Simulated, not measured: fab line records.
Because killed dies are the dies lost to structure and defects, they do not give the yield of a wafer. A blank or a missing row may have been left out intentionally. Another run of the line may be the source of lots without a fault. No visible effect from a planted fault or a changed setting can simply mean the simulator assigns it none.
Shared-tool check	flow berkeleyCmos170	Sampled: 14 lots, 42 wafers

WHY IT WAS OPENED
At UCB170_M2_CD_MEAS_90 the reading cdNm is flagged on 2 of 14 lots. Wafers without a fault read 699 nm, standard deviation 3.2.
Rule: flag the lot when none of its wafers has a number, or when each of its wafers that has one lies beyond 4 standard deviations from that mean. The rest of the lots are taken to be sound.

lot	measured	on	cdNm (nm), wafer by wafer	flag
L374	day 7 08:59	cdSem-02	697 699 698	
L373	day 7 09:19	cdSem-01	701 700 703	
L376	day 8 00:29	cdSem-02	705 698 696	
L375	day 8 00:52	cdSem-02	704 700 699	
L377	day 8 15:04	cdSem-01	701 693 696	
L378	day 8 15:23	cdSem-02	699 701 699	
L379	day 9 01:23	cdSem-02	702 705 702	
L381	day 9 15:43	cdSem-02	705 706 708	
L380	day 9 15:58	cdSem-02	692 699 697	
L382	day 9 17:49	cdSem-01	701 699 701	
L387	day 10 05:52	cdSem-02	698 702 701	
L385	day 10 13:58	cdSem-02	698 700 698	
L390	day 11 02:38	cdSem-02	677 680 672	FLAGGED
L391	day 11 14:54	cdSem-02	674 674 673	FLAGGED
The numbers of the flagged lots are 675 nm on average: -24 nm against the usual, or -8 standard deviations.

LOT BY LOT: THE TOOL USED
The record holds 2 process steps before the reading, out of a route of 331 steps. Every cell lists first the tool, next ch and the chambers used by the sampled wafers, and last the start.
lot	flag	UCB170_M2_METAL_ETCH_18	UCB170_M2_STRIP_19
L374		rieMetal-01 ch 0,1, day 7 08:40	plasmaAsher-01 ch 1, day 7 08:52
L373		rieMetal-04 ch 0,1, day 7 09:01	plasmaAsher-03 ch 0,1, day 7 09:12
L376		rieMetal-02 ch 0,1, day 8 00:11	plasmaAsher-01 ch 0,1, day 8 00:23
L375		rieMetal-04 ch 0,1, day 8 00:34	plasmaAsher-02 ch 1, day 8 00:44
L377		rieMetal-02 ch 0,1, day 8 14:47	plasmaAsher-03 ch 0,1, day 8 14:58
L378		rieMetal-01 ch 0,1, day 8 15:06	plasmaAsher-03 ch 0,1, day 8 15:17
L379		rieMetal-04 ch 0,1, day 9 01:05	plasmaAsher-01 ch 0,1, day 9 01:17
L381		rieMetal-04 ch 1, day 9 15:26	plasmaAsher-01 ch 1, day 9 15:37
L380		rieMetal-02 ch 0,1, day 9 15:40	plasmaAsher-02 ch 0,1, day 9 15:52
L382		rieMetal-01 ch 0,1, day 9 17:31	plasmaAsher-02 ch 0,1, day 9 17:43
L387		rieMetal-02 ch 0,1, day 10 05:33	plasmaAsher-03 ch 0,1, day 10 05:44
L385		rieMetal-04 ch 0,1, day 10 13:41	plasmaAsher-01 ch 0,1, day 10 13:52
L390	FLAGGED	rieMetal-02 ch 0,1, day 11 02:20	plasmaAsher-03 ch 0,1, day 11 02:31
L391	FLAGGED	rieMetal-02 ch 1, day 11 14:35	plasmaAsher-01 ch 0,1, day 11 14:47
These steps, and what they do:
- UCB170_M2_METAL_ETCH_18: etches Al in Cl2/BCl3, stops on SiO2, target depth 1170 nm, time 195 s.
- UCB170_M2_STRIP_19: strips in O2.
- UCB170_M2_CD_MEAS_90: target cd 700 nm.

FLAGGED AGAINST TOTAL, ONE TOOL AT A TIME (gauges that did the reading follow at the end)
step	tool	lots run	flagged	share of the flagged lots	sound lots run after its first flagged lot
UCB170_M2_METAL_ETCH_18	rieMetal-01	3	0	none	-
UCB170_M2_METAL_ETCH_18	rieMetal-02	6	2	all	0
UCB170_M2_METAL_ETCH_18	rieMetal-04	5	0	none	-
UCB170_M2_STRIP_19	plasmaAsher-01	6	1	some	0
UCB170_M2_STRIP_19	plasmaAsher-02	3	0	none	-
UCB170_M2_STRIP_19	plasmaAsher-03	5	1	some	0
UCB170_M2_CD_MEAS_90	cdSem-01	3	0	none	-
UCB170_M2_CD_MEAS_90	cdSem-02	11	2	all	0

WHAT THE TABLE PERMITS
Every flagged lot went through 2 rows of the table: rieMetal-02 at UCB170_M2_METAL_ETCH_18 and cdSem-02 at UCB170_M2_CD_MEAS_90.
- rieMetal-02 at UCB170_M2_METAL_ETCH_18 ran 6 lots, 2 of them flagged. Its last sound lot is L387 (day 10 05:33), its first flagged lot L390 (day 11 02:20): a fault that began between those two fits.
- cdSem-02 at UCB170_M2_CD_MEAS_90 ran 11 lots, 2 of them flagged. Its last sound lot is L385 (day 10 13:58), its first flagged lot L390 (day 11 02:38): a fault that began between those two fits.
These 2 tools cannot be told apart by counting lots, since each of them fits a fault that started at some hour. More lots, or a look at what each step does to the wafer, might.

WHAT THE SIMULATOR HAD PUT IN
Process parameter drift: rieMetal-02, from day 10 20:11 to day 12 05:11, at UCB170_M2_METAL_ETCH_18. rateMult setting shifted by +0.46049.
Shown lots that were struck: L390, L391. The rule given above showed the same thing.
